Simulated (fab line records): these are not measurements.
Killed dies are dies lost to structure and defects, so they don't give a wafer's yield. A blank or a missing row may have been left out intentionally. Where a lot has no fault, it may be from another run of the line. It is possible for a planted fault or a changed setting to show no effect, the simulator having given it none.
Split-lot study	flow rit-cmos	on a route of 202 steps: 5 lots, 23 wafers read

ON THE SPLIT
At RIT_ACTIVE_COAT_06 (resist thk 1000 nm), the setting resist-thk-nm was moved away from the recipe's 1000 nm on 9 of the 23 wafers read, by -4.8% to +6.0%. For the rest of the wafers, this setting stayed at what the recipe calls for.

FROM THE SPLIT TO THE READING: what the file shows between them, 8 steps
- RIT_ACTIVE_SOFTBAKE_07: time 60 s
- RIT_ACTIVE_EXPOSE_08: exposes mask M1, target cd 1400 nm
- RIT_ACTIVE_PEB_09
- RIT_ACTIVE_DEVELOP_10: develop time 50 s
- RIT_ACTIVE_CD_MEAS_11: target cd 1400 nm
- RIT_ACTIVE_HARDBAKE_12: time 60 s
- RIT_ACTIVE_ETCH_13: etches Si3N4 in SF6, stops on SiO2, time 210 s, target depth 210 nm
- RIT_ACTIVE_STRIP_14: strips in O2, time 180 s (also split here: pressure-mtorr)

THE READING
Shown in nm: cd-nm at RIT_ACTIVE_CD_MEAS_90, with target cd 1400 nm. Typical for fault-free wafers on this fab line: 1400.1 nm, with standard deviation 1.9 nm.

wafer	tool, chamber at the split	resist-thk-nm as run, nm	against the recipe	cd-nm, nm	against lot-mates on the recipe
L075.2	litho-track-01, 0	1000	recipe	1400.3	-
L075.3	litho-track-01, 0	1000	recipe	1400.0	-
L075.4	litho-track-01, 0	1000	recipe	1399.7	-
L075.5	litho-track-01, 0	1000	recipe	1402.9	-
L075.6	litho-track-01, 0	1000	recipe	1400.9	-
L076.1	litho-track-03, 0	1000	recipe	1401.1	-
L076.3	litho-track-03, 0	1050	+5.0%	1405.2	+3.9
L076.4	litho-track-03, 0	1000	recipe	1401.6	-
L076.5	litho-track-03, 0	1050	+5.0%	1406.4	+5.1
L076.6	litho-track-03, 0	1050	+5.0%	1408.2	+6.9
L077.1	litho-track-01, 0	1000	recipe	1397.9	-
L077.3	litho-track-01, 0	1000	recipe	1401.0	-
L077.4	litho-track-01, 0	952.1	-4.8%	1395.9	-3.5
L077.5	litho-track-01, 0	952.1	-4.8%	1394.3	-5.2
L077.6	litho-track-01, 0	952.1	-4.8%	1393.4	-6.0
L078.1	litho-track-03, 0	1000	recipe	1398.6	-
L078.2	litho-track-03, 0	1060	+6.0%	1404.4	+6.8
L078.3	litho-track-03, 0	1000	recipe	1396.7	-
L078.4	litho-track-03, 0	1060	+6.0%	1403.6	+5.9
L078.6	litho-track-03, 0	1060	+6.0%	1404.7	+7.0
L079.4	litho-track-04, 0	1000	recipe	1401.3	-
L079.5	litho-track-04, 0	1000	recipe	1401.8	-
L079.6	litho-track-04, 0	1000	recipe	1399.4	-

FIT RESULTS
A straight line over all 23 wafers: cd-nm changes by +1.01 nm for each +1% of resist-thk-nm; r = +0.89; the points scatter about the line by 1.7 nm.
The same after taking each lot's own level away (the mean of its wafers on the recipe; 23 wafers): +1.06 nm for each +1%; r = +0.96; scatter 1.1 nm.
According to that fit, moving resist-thk-nm by its largest amount changes the reading by 6.4 nm.
Across the lots, their own levels run from 1397.65 to 1401.35 nm, a range of 1.9 times the standard deviation given above.
So the lot-to-lot level changes the slope little: the two slopes agree.
Check: +6.34 nm against its lot-mates is what the line predicts for one of the wafers moved furthest among these (+6.0%) when that wafer is left out of the fit. Against them it came out at +6.75 nm.

OTHER SPLITS ON THESE WAFERS
Note: prior to the reading, these wafers also went through further splits. Each is held against what the fit with the lots' levels taken away leaves over:
other split on the same wafers	wafers away from the commonest value	r with cd-nm (lot level and that fit taken away)
RIT_ACTIVE_OXIDATION_01 ox-time-s	15	-0.03
RIT_ACTIVE_STRIP_14 pressure-mtorr	10	-0.05

THE WHOLE CHAIN: every reading that the file lists as answering this split, in the file's order
step	what it does	reading	change (the file's fit)	r (the file's)
RIT_ACTIVE_COAT_06	resist thk 1000 nm	NOVOLAK_of_ACTIVE_COAT_06.thk-nm (the simulator's own value, which no gauge read)	+9.92 nm for each +1% of the setting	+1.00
RIT_ACTIVE_CD_MEAS_11	target cd 1400 nm	cd-nm	+0.996 nm for each +1% of the setting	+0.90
RIT_ACTIVE_HARDBAKE_12	time 60 s	NOVOLAK_of_ACTIVE_COAT_06.thk-nm (the simulator's own value, which no gauge read)	+8.68 nm for each +1% of the setting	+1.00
RIT_ACTIVE_ETCH_13	etches Si3N4 in SF6, stops on SiO2, time 210 s, target depth 210 nm	NOVOLAK_of_ACTIVE_COAT_06.thk-nm (the simulator's own value, which no gauge read)	+9.1 nm for each +1% of the setting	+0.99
RIT_ACTIVE_CD_MEAS_90	target cd 1400 nm	cd-nm	+1.06 nm for each +1% of the setting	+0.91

FILE'S OWN FIT
cd-nm changes by +1.06 nm for each +1% of resist-thk-nm, r = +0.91.
